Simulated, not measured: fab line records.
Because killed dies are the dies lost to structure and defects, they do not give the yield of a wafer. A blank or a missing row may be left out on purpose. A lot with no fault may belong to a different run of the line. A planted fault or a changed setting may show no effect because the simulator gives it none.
Split-lot trial / flow berkeley_cmos170 / on a route of 331 steps: 5 lots, 23 wafers read

== SPLIT DETAILS ==
At UCB170_ACTIVE_STRIP_16 (strips in O2), the setting power_w was moved away from the recipe's 400 W on 8 of the 23 wafers read, by +6.4% to +11.5%. This setting was run at the recipe's value on the other wafers.

The split's own step is where the reading is taken.

== THE READING ==
oes_product_au, in a.u., at UCB170_ACTIVE_STRIP_16 (strips in O2). A value of 0.720 a.u. with a standard deviation of 0.0039 a.u. is what fault-free wafers of this fab line usually give.

wafer=L075.1; tool, chamber at the split=plasma_asher-04, 0; power_w as run, W=434.3; against the recipe=+8.6%; oes_product_au, a.u.=0.754; against lot-mates on the recipe=+0.036
wafer=L075.2; tool, chamber at the split=plasma_asher-04, 1; power_w as run, W=400; against the recipe=recipe; oes_product_au, a.u.=0.712; against lot-mates on the recipe=-
wafer=L075.4; tool, chamber at the split=plasma_asher-04, 0; power_w as run, W=434.3; against the recipe=+8.6%; oes_product_au, a.u.=0.748; against lot-mates on the recipe=+0.030
wafer=L075.5; tool, chamber at the split=plasma_asher-04, 0; power_w as run, W=434.3; against the recipe=+8.6%; oes_product_au, a.u.=0.749; against lot-mates on the recipe=+0.031
wafer=L075.6; tool, chamber at the split=plasma_asher-04, 1; power_w as run, W=400; against the recipe=recipe; oes_product_au, a.u.=0.724; against lot-mates on the recipe=-
wafer=L076.1; tool, chamber at the split=plasma_asher-02, 0; power_w as run, W=400; against the recipe=recipe; oes_product_au, a.u.=0.714; against lot-mates on the recipe=-
wafer=L076.2; tool, chamber at the split=plasma_asher-02, 1; power_w as run, W=400; against the recipe=recipe; oes_product_au, a.u.=0.720; against lot-mates on the recipe=-
wafer=L076.3; tool, chamber at the split=plasma_asher-02, 1; power_w as run, W=400; against the recipe=recipe; oes_product_au, a.u.=0.725; against lot-mates on the recipe=-
wafer=L076.5; tool, chamber at the split=plasma_asher-02, 0; power_w as run, W=400; against the recipe=recipe; oes_product_au, a.u.=0.725; against lot-mates on the recipe=-
wafer=L076.6; tool, chamber at the split=plasma_asher-02, 1; power_w as run, W=400; against the recipe=recipe; oes_product_au, a.u.=0.720; against lot-mates on the recipe=-
wafer=L077.1; tool, chamber at the split=plasma_asher-02, 1; power_w as run, W=400; against the recipe=recipe; oes_product_au, a.u.=0.723; against lot-mates on the recipe=-
wafer=L077.3; tool, chamber at the split=plasma_asher-02, 1; power_w as run, W=400; against the recipe=recipe; oes_product_au, a.u.=0.728; against lot-mates on the recipe=-
wafer=L077.4; tool, chamber at the split=plasma_asher-02, 0; power_w as run, W=400; against the recipe=recipe; oes_product_au, a.u.=0.723; against lot-mates on the recipe=-
wafer=L077.5; tool, chamber at the split=plasma_asher-02, 0; power_w as run, W=425.6; against the recipe=+6.4%; oes_product_au, a.u.=0.732; against lot-mates on the recipe=+0.007
wafer=L077.6; tool, chamber at the split=plasma_asher-02, 1; power_w as run, W=425.6; against the recipe=+6.4%; oes_product_au, a.u.=0.742; against lot-mates on the recipe=+0.017
wafer=L078.1; tool, chamber at the split=plasma_asher-03, 1; power_w as run, W=400; against the recipe=recipe; oes_product_au, a.u.=0.719; against lot-mates on the recipe=-
wafer=L078.2; tool, chamber at the split=plasma_asher-03, 0; power_w as run, W=400; against the recipe=recipe; oes_product_au, a.u.=0.722; against lot-mates on the recipe=-
wafer=L078.6; tool, chamber at the split=plasma_asher-03, 0; power_w as run, W=400; against the recipe=recipe; oes_product_au, a.u.=0.724; against lot-mates on the recipe=-
wafer=L079.1; tool, chamber at the split=plasma_asher-02, 1; power_w as run, W=400; against the recipe=recipe; oes_product_au, a.u.=0.723; against lot-mates on the recipe=-
wafer=L079.3; tool, chamber at the split=plasma_asher-02, 1; power_w as run, W=445.9; against the recipe=+11.5%; oes_product_au, a.u.=0.756; against lot-mates on the recipe=+0.034
wafer=L079.4; tool, chamber at the split=plasma_asher-02, 0; power_w as run, W=445.9; against the recipe=+11.5%; oes_product_au, a.u.=0.764; against lot-mates on the recipe=+0.042
wafer=L079.5; tool, chamber at the split=plasma_asher-02, 1; power_w as run, W=400; against the recipe=recipe; oes_product_au, a.u.=0.722; against lot-mates on the recipe=-
wafer=L079.6; tool, chamber at the split=plasma_asher-02, 0; power_w as run, W=445.9; against the recipe=+11.5%; oes_product_au, a.u.=0.761; against lot-mates on the recipe=+0.039

FIT RESULTS
A straight line over all 23 wafers: oes_product_au changes by +0.00328 a.u. for each +1% of power_w; r = +0.96; the points scatter about the line by 0.0044 a.u.
The same after taking each lot's own level away (the mean of its wafers on the recipe; 23 wafers): +0.00332 a.u. for each +1%; r = +0.96; scatter 0.0048 a.u.
That fit puts the effect of the largest move of power_w on the reading at 0.038 a.u.
From 0.7180 to 0.7247 a.u.: that is the span of the lots' own levels, equal to 1.7 times the standard deviation above.
The two slopes agree, so the slope changes little with the lot-to-lot level.
Check: +0.0388 a.u. against its lot-mates is what the line predicts for one of the wafers moved furthest among these (+11.5%) when that wafer is left out of the fit. It came out at +0.0335 a.u. against them.
Tool readings at the split's step, against how far the setting was moved: oes_product_au r = +0.96; strip_time_to_endpoint_s r = -0.99.

== ADDITIONAL SPLITS CARRIED BY THESE WAFERS ==
Note: prior to the reading, these wafers also went through further splits. Each is held against what the fit with the lots' levels taken away leaves over:
other split on the same wafers=UCB170_NWELL_COAT_07 spin_rpm; wafers away from the commonest value=6; r with oes_product_au (lot level and that fit taken away)=-0.02
other split on the same wafers=UCB170_ACTIVE_PEB_11 peb_temp_c; wafers away from the commonest value=7; r with oes_product_au (lot level and that fit taken away)=-0.05

== THE WHOLE CHAIN: every reading that the file lists as answering this split, in the file's order ==
step=UCB170_ACTIVE_STRIP_16; what it does=strips in O2; reading=oes_product_au; change (the file's fit)=+0.00323 a.u. for each +1% of the setting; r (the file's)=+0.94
step=UCB170_ACTIVE_STRIP_16; what it does=strips in O2; reading=strip_time_to_endpoint_s; change (the file's fit)=withheld for each +1% of the setting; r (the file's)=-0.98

== FILE'S OWN FIT ==
oes_product_au changes by +0.00323 a.u. for each +1% of power_w, r = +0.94.
